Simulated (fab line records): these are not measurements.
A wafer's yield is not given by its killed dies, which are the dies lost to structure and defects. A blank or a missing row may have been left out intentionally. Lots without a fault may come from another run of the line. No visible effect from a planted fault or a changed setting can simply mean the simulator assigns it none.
A lot that was struck, set against a sound lot ; flow rit-cmos ; 18 steps out of a route of 202
Sound: wafers L939.1, L939.2, L939.5. Struck: wafers L940.2, L940.3, L940.5. Last of all comes the cause.
For every step that has rows: the tool of each side, followed by ch and its chambers, followed by its first start. Under that, the readings that differ: sound wafers ; struck wafers ; difference of the means ; sigmas: that difference in standard deviations of wafers without a fault.
alike: readings whose means differ by less than 2 such deviations, and words and numbers that are the same on both sides. not compared: withheld readings, readings that some wafer has no value for, bounds like >300 that may hide the same value, and numbers for which the record gives no deviation and whose values overlap.
Wherever a step has rows on one side only, a row that says differs or no value, or a row with sigmas, the two part there. When numbers do not overlap yet have no deviation, they are printed without sigmas and do not part them. Lack of a reading on every wafer of one side parts them only where that side has two or more wafers.

first, 4 steps without rows for these wafers: RIT_NRETRO_SOFTBAKE_02 (time 60 s); RIT_NRETRO_EXPOSE_03 (exposes mask M4, target cd 43900 nm); RIT_NRETRO_PEB_04; RIT_NRETRO_DEVELOP_05 (develop time 68 s).
RIT_NRETRO_OVL_MEAS_06:
  struck on overlay-02, day 3 10:53; sound on overlay-02, day 3 06:40
reading;sound;struck;difference;sigmas
NRETRO_OVL (nm);0.7 0.0 -0.4;3.0 4.4 3.1;+3.4;+2
then, 2 steps without rows for these wafers: RIT_NRETRO_HARDBAKE_07 (time 120 s); RIT_NRETRO_IMPLANT_08.
RIT_NRETRO_STRIP_09: strips in O2, time 180 s.
  sound on plasma-asher-02 ch 0,1, day 3 07:06; struck on plasma-asher-04 ch 0,1, day 3 11:19
  alike: drypump-motor-current-A, o2-flow-sccm
  not compared: rf-hours-counter-h
RIT_NRETRO_TW_MEAS_10:
  struck on film-metro-01, day 3 11:30; sound on film-metro-02, day 3 07:16
  alike: NRETRO_TW
then, 3 steps without rows for these wafers: RIT_PRETRO_HMDS_00 (prime time 60 s); RIT_PRETRO_COAT_01 (resist thk 1300 nm); RIT_PRETRO_SOFTBAKE_02 (time 60 s).
RIT_PRETRO_EXPOSE_03: exposes mask M5, target cd 43700 nm.
  sound on iline-stepper-01 ch 0, day 3 07:47; struck on iline-stepper-01 ch 0, day 3 12:01
reading;sound;struck;difference;sigmas
model.PRETRO.overlay-x-nm (nm);-2.45 -2.45 -2.45;240.5 240.5 240.5;+242.9;
  alike: mask, exposure-dose-mJ-cm2
then, 2 steps without rows for these wafers: RIT_PRETRO_PEB_04; RIT_PRETRO_DEVELOP_05 (develop time 68 s).
RIT_PRETRO_OVL_MEAS_06:
  struck on overlay-02, day 3 12:26; sound on overlay-01, day 3 08:13
reading;sound;struck;difference;sigmas
PRETRO_OVL (nm);0.1 -1.1 -1.7;240.2 241.6 240.6;+241.7;+99 or more
then, 1 step without rows for these wafers: RIT_PRETRO_HARDBAKE_07 (time 120 s).
RIT_M1_PROBE_99:
  struck on prober-02, day 4 14:20; sound on prober-01, day 4 11:26
reading;sound;struck;difference;sigmas
killed-open;6 8 4;2 4 0;-4;-2
model.etest.well-edge-left.line-ohm-um;182 182.2 182.7;183.5 186 188;+3.5;
model.etest.retro-edge-pmos.off-log10-a-um;-10.75 -10.4 -10.32;-8.719 -8.711 -8.556;+1.828;
model.etest.retro-edge-nmos.off-log10-a-um;-9.871 -9.967 -9.797;-8.419 -8.35 -8.253;+1.538;
  alike: killed-at-contacts, killed-at-front-end, killed-dies, killed-short

## WHERE THEY PART
Last at RIT_M1_PROBE_99 as far as this record goes, first at RIT_NRETRO_OVL_MEAS_06.

WHY: what the simulator had put in
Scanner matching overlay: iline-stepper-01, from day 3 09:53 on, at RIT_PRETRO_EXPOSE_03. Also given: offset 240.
